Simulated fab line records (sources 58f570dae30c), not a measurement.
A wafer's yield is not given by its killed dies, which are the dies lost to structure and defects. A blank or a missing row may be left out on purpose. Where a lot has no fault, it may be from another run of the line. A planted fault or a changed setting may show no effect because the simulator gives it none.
Which tool is to blame? + flow berkeleyCmos170 + 14 lots, 41 wafers sampled, at 3 steps of a route of 331

WHAT EACH GAUGE READ, for each wafer
UCB170_NWELL_OVL_MEAS_12. Usual: NWELL_OVL gives -1 nm (standard deviation 5.5).
| lot  | measured    | on         | NWELL_OVL (nm) | flag |
|------|-------------|------------|----------------|------|
| L211 | day 2 08:07 | overlay-02 | -10 -10 -5     |      |
| L213 | day 2 21:05 | overlay-02 | 7 -4 9         |      |
| L214 | day 3 02:49 | overlay-02 | 7 6 5          |      |
| L216 | day 3 09:03 | overlay-01 | -11 0 -4       |      |
| L217 | day 4 00:36 | overlay-01 | 11 6 3         |      |
| L218 | day 4 00:53 | overlay-02 | -1 -1 -3       |      |
| L220 | day 4 06:47 | overlay-02 | -6 -1 2        |      |
| L223 | day 4 19:21 | overlay-02 | -5 3 0         |      |
| L224 | day 5 03:30 | overlay-02 | 0 -9           |      |
| L226 | day 5 13:59 | overlay-02 | 7 1 5          |      |
| L229 | day 6 02:10 | overlay-02 | 2 -3 -1        |      |
| L231 | day 6 18:05 | overlay-02 | -1 -8 1        |      |
| L232 | day 7 02:15 | overlay-02 | -5 -6 -8       |      |
| L233 | day 7 07:46 | overlay-01 | -1 -4 1        |      |

UCB170_V2_THK_MEAS_01. Usual: V2_TEOS_THK gives 2009 nm (standard deviation 28).
| lot  | measured     | on           | V2_TEOS_THK (nm) | flag |
|------|--------------|--------------|------------------|------|
| L211 | day 7 12:52  | filmMetro-02 | 1955 1992 1995   |      |
| L213 | day 7 22:46  | filmMetro-02 | 2002 1994 2020   |      |
| L214 | day 7 23:15  | filmMetro-04 | 1995 2013 2033   |      |
| L216 | day 8 12:38  | filmMetro-04 | 1976 1943 2016   |      |
| L217 | day 8 21:35  | filmMetro-02 | 1952 1969 2003   |      |
| L218 | day 9 02:28  | filmMetro-03 | 2004 2042 2049   |      |
| L220 | day 9 17:52  | filmMetro-03 | 1978 2027 2059   |      |
| L223 | day 10 01:38 | filmMetro-04 | 2009 2008 2045   |      |
| L224 | day 10 07:49 | filmMetro-04 | 2659 2703        | OFF  |
| L226 | day 10 22:20 | filmMetro-04 | 2664 2703 2673   | OFF  |
| L229 | day 11 10:30 | filmMetro-02 | 1974 2024 2000   |      |
| L231 | day 12 09:02 | filmMetro-02 | 2015 1985 2001   |      |
| L232 | day 12 17:04 | filmMetro-04 | 1974 1981 2031   |      |
| L233 | day 12 17:20 | filmMetro-03 | 1993 2038 2040   |      |

EACH LOT AND THE TOOL THAT RAN IT (in order: tool; ch and the chambers of the sampled wafers; start)
| lot  | UCB170_V2_CVD_00                |
|------|---------------------------------|
| L211 | pecvd-03 ch 1,2, day 7 12:41    |
| L213 | pecvd-03 ch 0,1,2, day 7 22:36  |
| L214 | pecvd-01 ch 0,1, day 7 23:05    |
| L216 | pecvd-03 ch 0,1,2, day 8 12:28  |
| L217 | pecvd-03 ch 1,2, day 8 21:25    |
| L218 | pecvd-01 ch 0,1, day 9 02:13    |
| L220 | pecvd-02 ch 0,1,2, day 9 17:42  |
| L223 | pecvd-02 ch 0,1,2, day 10 01:28 |
| L224 | pecvd-02 ch 1,2, day 10 07:38   |
| L226 | pecvd-02 ch 1,2, day 10 22:10   |
| L229 | pecvd-01 ch 1,2, day 11 10:19   |
| L231 | pecvd-03 ch 0,1,2, day 12 08:52 |
| L232 | pecvd-01 ch 0,1,2, day 12 16:55 |
| L233 | pecvd-03 ch 0,1,2, day 12 17:10 |
- UCB170_V2_CVD_00: deposits SiO2 from TEOS/O2, target thk 2000 nm, time 250 s.

WHAT THE TOOLS THEMSELVES READ (means of the sampled wafers that have a number; where no wafer has one, the mark that the record gives instead)
UCB170_V2_CVD_00. Usual: heaterPowerW reads 238 W (standard deviation 48).
| lot  | tool     | heaterPowerW (W) | flag |
|------|----------|------------------|------|
| L211 | pecvd-03 | 168              |      |
| L213 | pecvd-03 | 240              |      |
| L214 | pecvd-01 | 239              |      |
| L216 | pecvd-03 | 213              |      |
| L217 | pecvd-03 | 228              |      |
| L218 | pecvd-01 | 248              |      |
| L220 | pecvd-02 | 248              |      |
| L223 | pecvd-02 | 265              |      |
| L224 | pecvd-02 | 241              |      |
| L226 | pecvd-02 | 260              |      |
| L229 | pecvd-01 | 237              |      |
| L231 | pecvd-03 | 254              |      |
| L232 | pecvd-01 | 243              |      |
| L233 | pecvd-03 | 247              |      |

THE ANSWER, worked out from the rows above alone
Rule: lot off if the mean of its wafers having a number is beyond 3 standard deviations from the usual mean. A lot without any number at a reading at which 4 lots or more have one is off too. Any other lot the step has rows for is counted as sound. The gauges are gone through in route order, then the tools' own readings, and for those a lot's mean is taken as printed above. At the first step where some lot is off, the reading lying furthest off is the one used; lots without a number count as furthest.
Off: L224, L226, at UCB170_V2_THK_MEAS_01 (V2_TEOS_THK).
If a tool, at a process step before that reading, ran all the lots that are off and no sound lot after the first of them, it fits. The gauges at UCB170_V2_THK_MEAS_01 are tried like those tools. One fits: pecvd-02 at UCB170_V2_CVD_00. Its last sound lot is L223 (day 10 01:28), its first lot that is off L224 (day 10 07:38): a fault that began between those two fits.

WHAT WAS PUT IN BY THE SIMULATOR
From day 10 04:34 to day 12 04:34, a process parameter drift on pecvd-02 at UCB170_V2_CVD_00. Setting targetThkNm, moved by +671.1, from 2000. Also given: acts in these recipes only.
Struck lots among those shown: L224, L226. The rule above found the same.
